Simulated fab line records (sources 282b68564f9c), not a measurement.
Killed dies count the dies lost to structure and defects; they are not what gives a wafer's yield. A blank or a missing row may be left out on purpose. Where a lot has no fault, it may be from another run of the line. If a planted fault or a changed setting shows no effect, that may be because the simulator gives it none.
Chamber matching / flow rit-cmos / 4 sister chambers for RIT_ACTIVE_CLEAN_17 on wet-bench-01
The step cleans in SC2, time 600 s. 4 wafers are shown with their chamber, then 7 later ones without.

## WAFERS, EACH WITH ITS CHAMBER
wafer=L660.6; chamber=3; bath-heat-duty-pct (%)=11.4
wafer=L671.6; chamber=1; bath-heat-duty-pct (%)=14.7
wafer=L674.3; chamber=0; bath-heat-duty-pct (%)=16.1
wafer=L675.3; chamber=2; bath-heat-duty-pct (%)=20.0

## WAFERS WITH NO CHAMBER GIVEN
wafer=L675.6; bath-heat-duty-pct (%)=20.6
wafer=L676.2; bath-heat-duty-pct (%)=11.2
wafer=L676.3; bath-heat-duty-pct (%)=10.9
wafer=L676.5; bath-heat-duty-pct (%)=10.9
wafer=L677.1; bath-heat-duty-pct (%)=11.3
wafer=L677.4; bath-heat-duty-pct (%)=12.4
wafer=L677.5; bath-heat-duty-pct (%)=10.5

## EACH ONE'S CHAMBER
wafer=L675.6; from the rows above=2; in truth=2
wafer=L676.2; from the rows above=3; in truth=3
wafer=L676.3; from the rows above=3; in truth=3
wafer=L676.5; from the rows above=3; in truth=3
wafer=L677.1; from the rows above=3; in truth=3
wafer=L677.4; from the rows above=3; in truth=3
wafer=L677.5; from the rows above=3; in truth=3
Correct placement for 7 of the 7. Number that these rows cannot place: 0. Wrongly placed: 0.
How it was worked out, from the rows above alone: a wafer's distance from a chamber is the root of the sum, over the readings, of the square of ((its reading less the chamber's mean) divided by the reading's scatter). The wafer belongs to the nearest chamber; if the next one is less than 2 further off, it can't be placed. Each chamber's mean is taken over the wafers shown for it. The scatter (one wafer shown for each chamber): square how far every hidden wafer sits from the nearest shown wafer, average those squares and take the square root.
